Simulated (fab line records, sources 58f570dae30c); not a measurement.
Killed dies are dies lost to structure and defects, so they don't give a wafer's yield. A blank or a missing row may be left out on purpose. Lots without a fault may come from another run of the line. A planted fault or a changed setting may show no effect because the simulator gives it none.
Which tool did it? | flow berkeley_cmos170 | 14 lots, 42 wafers sampled, at 2 steps of a route of 331

WHAT THE GAUGES READ, wafer by wafer
UCB170_V1_CD_MEAS_90: target cd 700 nm.
lot  | measured     | on        | cd_nm (nm)
L752 | day 8 13:07  | cd_sem-01 | 699.2 696.7 697.8
L753 | day 8 13:32  | cd_sem-01 | 701.3 699.1 698.4
L755 | day 9 02:10  | cd_sem-02 | 700.6 700.3 700.1
L757 | day 9 04:23  | cd_sem-02 | 701.2 701.4 700.6
L756 | day 9 05:28  | cd_sem-01 | 697.7 697.1 698.3
L758 | day 9 11:17  | cd_sem-02 | 699.8 698.2 699.6
L764 | day 11 00:50 | cd_sem-02 | 697.0 699.1 696.8
L763 | day 11 02:14 | cd_sem-02 | 701.4 701.9 701.0
L766 | day 11 12:29 | cd_sem-02 | 705.4 703.7 704.7
L768 | day 12 03:47 | cd_sem-02 | 699.1 702.7 700.9
L770 | day 12 08:55 | cd_sem-01 | 700.9 699.4 700.0
L771 | day 12 11:34 | cd_sem-01 | 697.6 697.3 697.6
L772 | day 13 02:08 | cd_sem-02 | 697.6 697.4 698.0
L774 | day 13 04:56 | cd_sem-02 | 700.3 698.4 701.2

UCB170_V2_CD_MEAS_12: target cd 700 nm.
lot  | measured     | on        | cd_nm (nm)
L752 | day 8 18:47  | cd_sem-01 | 700.0 699.4 700.6
L753 | day 8 20:06  | cd_sem-01 | 696.8 697.2 698.6
L755 | day 9 06:58  | cd_sem-02 | 702.1 701.0 701.5
L757 | day 9 09:09  | cd_sem-01 | 699.0 700.1 700.3
L756 | day 9 10:48  | cd_sem-01 | 701.6 701.3 701.1
L758 | day 9 16:16  | cd_sem-01 | 698.8 697.8 697.3
L764 | day 11 05:39 | cd_sem-01 | 700.5 699.8 697.8
L763 | day 11 07:53 | cd_sem-02 | 701.7 701.3 702.0
L766 | day 11 17:11 | cd_sem-02 | 698.9 698.6 699.2
L768 | day 12 11:32 | cd_sem-02 | 700.6 701.4 702.6
L770 | day 12 15:19 | cd_sem-02 | 700.0 698.2 698.5
L771 | day 12 17:29 | cd_sem-01 | 701.5 700.8 700.9
L772 | day 13 07:21 | cd_sem-01 | 699.7 699.7 700.5
L774 | day 13 14:50 | cd_sem-02 | 699.2 698.3 698.2

WHICH TOOL RAN EACH LOT (tool, then ch and the chambers of the sampled wafers, then the start)
The record holds no process step before these readings.

WHAT THE TOOLS THEMSELVES READ (means of the sampled wafers that have a number; where no wafer has one, the mark that the record gives instead)
The record holds no such reading with a usual standard deviation.

THE ANSWER, worked out from the rows above alone
Rule: what is usual is taken from the lots themselves. Put in order of their means at a reading, lots are off if they are a third of the lots or fewer, leave a main group of 4 or more, and stand apart from it by a gap of 3 or more times the standard deviation of the main group's means; of several such gaps the widest counts. A main group whose means are all the same, to the digits that the tables above print for the reading, isn't used. A lot without any number at a reading at which 4 lots or more have one is off too. The other lots that the step has rows for count as sound. The gauges are gone through in route order, then the tools' own readings, and for those a lot's mean is taken as printed above. The first step at which some lot is off is used, and at that step the reading that is off furthest; a lot without a number counts as furthest.
No lot is off at any reading shown: from this, nothing can be told.

WHAT THE SIMULATOR HAD PUT IN
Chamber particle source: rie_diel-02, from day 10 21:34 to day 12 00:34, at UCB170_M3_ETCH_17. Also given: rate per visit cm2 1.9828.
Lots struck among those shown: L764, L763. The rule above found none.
